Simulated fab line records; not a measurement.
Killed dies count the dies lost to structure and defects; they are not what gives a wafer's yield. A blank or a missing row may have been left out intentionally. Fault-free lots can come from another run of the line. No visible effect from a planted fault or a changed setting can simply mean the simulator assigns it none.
Shared-tool check :: flow ritCmos :: Sample size 13 lots and 39 wafers

== WHY THIS WAS OPENED ==
2 of 13 lots carry a flag on the reading GATE_OXIDE_THK at RIT_GATE_THK_MEAS_07. No-fault wafers: 3.04 nm, standard deviation 0.07.
Rule: a lot is flagged when every wafer of it that has a number lies more than 4 standard deviations from that mean, or none has a number. The rest of the lots are taken to be sound.

lot: L837
measured: day 2 11:50
on: filmMetro-04
GATE_OXIDE_THK (nm), wafer by wafer: 3.02 3.07 3.07
flag: 

lot: L838
measured: day 2 21:13
on: filmMetro-04
GATE_OXIDE_THK (nm), wafer by wafer: 3.02 2.99 2.96
flag: 

lot: L839
measured: day 3 01:04
on: filmMetro-02
GATE_OXIDE_THK (nm), wafer by wafer: 2.99 3.00 2.94
flag: 

lot: L840
measured: day 3 04:35
on: filmMetro-04
GATE_OXIDE_THK (nm), wafer by wafer: 3.11 3.14 3.08
flag: 

lot: L841
measured: day 3 09:29
on: filmMetro-01
GATE_OXIDE_THK (nm), wafer by wafer: 2.97 2.93 3.00
flag: 

lot: L842
measured: day 3 16:10
on: filmMetro-01
GATE_OXIDE_THK (nm), wafer by wafer: 3.05 2.98 2.98
flag: 

lot: L843
measured: day 3 17:52
on: filmMetro-04
GATE_OXIDE_THK (nm), wafer by wafer: 3.06 3.00 2.93
flag: 

lot: L846
measured: day 4 10:50
on: filmMetro-02
GATE_OXIDE_THK (nm), wafer by wafer: 4.63 4.65 4.71
flag: FLAGGED

lot: L847
measured: day 4 13:33
on: filmMetro-01
GATE_OXIDE_THK (nm), wafer by wafer: 3.16 3.11 3.17
flag: 

lot: L848
measured: day 4 17:58
on: filmMetro-01
GATE_OXIDE_THK (nm), wafer by wafer: 4.65 4.74 4.71
flag: FLAGGED

lot: L854
measured: day 6 02:37
on: filmMetro-02
GATE_OXIDE_THK (nm), wafer by wafer: 3.10 3.04 3.11
flag: 

lot: L856
measured: day 6 10:25
on: filmMetro-02
GATE_OXIDE_THK (nm), wafer by wafer: 2.92 2.89 2.98
flag: 

lot: L860
measured: day 7 07:06
on: filmMetro-04
GATE_OXIDE_THK (nm), wafer by wafer: 3.03 3.05 3.08
flag: 
The numbers of the flagged lots are 4.68 nm on average: +1.64 nm against the usual, or +23 standard deviations.

== WHICH TOOL RAN EACH LOT ==
The record keeps 1 process step preceding the reading, out of 202 steps on the route. Each cell gives the tool, then ch followed by the chambers the sampled wafers passed through, then the start.
lot: L837
flag: 
RIT_GATE_OXIDATION_05: furnace-01 ch 0, day 2 10:28

lot: L838
flag: 
RIT_GATE_OXIDATION_05: furnace-04 ch 0, day 2 16:44

lot: L839
flag: 
RIT_GATE_OXIDATION_05: furnace-01 ch 0, day 2 23:44

lot: L840
flag: 
RIT_GATE_OXIDATION_05: furnace-04 ch 0, day 3 03:14

lot: L841
flag: 
RIT_GATE_OXIDATION_05: furnace-01 ch 0, day 3 06:26

lot: L842
flag: 
RIT_GATE_OXIDATION_05: furnace-01 ch 0, day 3 14:31

lot: L843
flag: 
RIT_GATE_OXIDATION_05: furnace-04 ch 0, day 3 16:33

lot: L846
flag: FLAGGED
RIT_GATE_OXIDATION_05: furnace-03 ch 0, day 4 09:31

lot: L847
flag: 
RIT_GATE_OXIDATION_05: furnace-04 ch 0, day 4 11:45

lot: L848
flag: FLAGGED
RIT_GATE_OXIDATION_05: furnace-03 ch 0, day 4 16:38

lot: L854
flag: 
RIT_GATE_OXIDATION_05: furnace-04 ch 0, day 5 23:06

lot: L856
flag: 
RIT_GATE_OXIDATION_05: furnace-01 ch 0, day 6 09:05

lot: L860
flag: 
RIT_GATE_OXIDATION_05: furnace-04 ch 0, day 7 04:28
What the steps here do:
- RIT_GATE_OXIDATION_05: target thk 3 nm, ox time 270 s.
- RIT_GATE_THK_MEAS_07

== FLAGGED AGAINST TOTAL, ONE TOOL AT A TIME (gauges that did the reading follow at the end) ==
step: RIT_GATE_OXIDATION_05
tool: furnace-01
lots run: 5
flagged: 0
share of the flagged lots: none
sound lots run after its first flagged lot: -

step: RIT_GATE_OXIDATION_05
tool: furnace-03
lots run: 2
flagged: 2
share of the flagged lots: all
sound lots run after its first flagged lot: 0

step: RIT_GATE_OXIDATION_05
tool: furnace-04
lots run: 6
flagged: 0
share of the flagged lots: none
sound lots run after its first flagged lot: -

step: RIT_GATE_THK_MEAS_07
tool: filmMetro-01
lots run: 4
flagged: 1
share of the flagged lots: some
sound lots run after its first flagged lot: 0

step: RIT_GATE_THK_MEAS_07
tool: filmMetro-02
lots run: 4
flagged: 1
share of the flagged lots: some
sound lots run after its first flagged lot: 2 (L854,L856)

step: RIT_GATE_THK_MEAS_07
tool: filmMetro-04
lots run: 5
flagged: 0
share of the flagged lots: none
sound lots run after its first flagged lot: -

== THE TABLE: WHAT IT ALLOWS ==
All flagged lots share 1 row of the table, namely furnace-03 at RIT_GATE_OXIDATION_05.
- furnace-03 at RIT_GATE_OXIDATION_05: 2 of its 2 lots flagged. No sound lot ran on it before its first flagged lot in this sample; the start therefore can't be narrowed down. Its own readings lie more than 4 standard deviations out on every wafer of the flagged lots: spikeTcCentreC, spikeTcLoadC, spikeTcSourceC, tubeCenterTempC, tube_center_temp_C_max.
Just one tool remains: furnace-03 at RIT_GATE_OXIDATION_05.

== WHAT THE SIMULATOR HAD INSERTED ==
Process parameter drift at RIT_GATE_OXIDATION_05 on furnace-03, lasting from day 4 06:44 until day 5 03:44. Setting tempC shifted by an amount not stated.
Lots struck among those shown: L846, L848. The rule above reached the same finding.
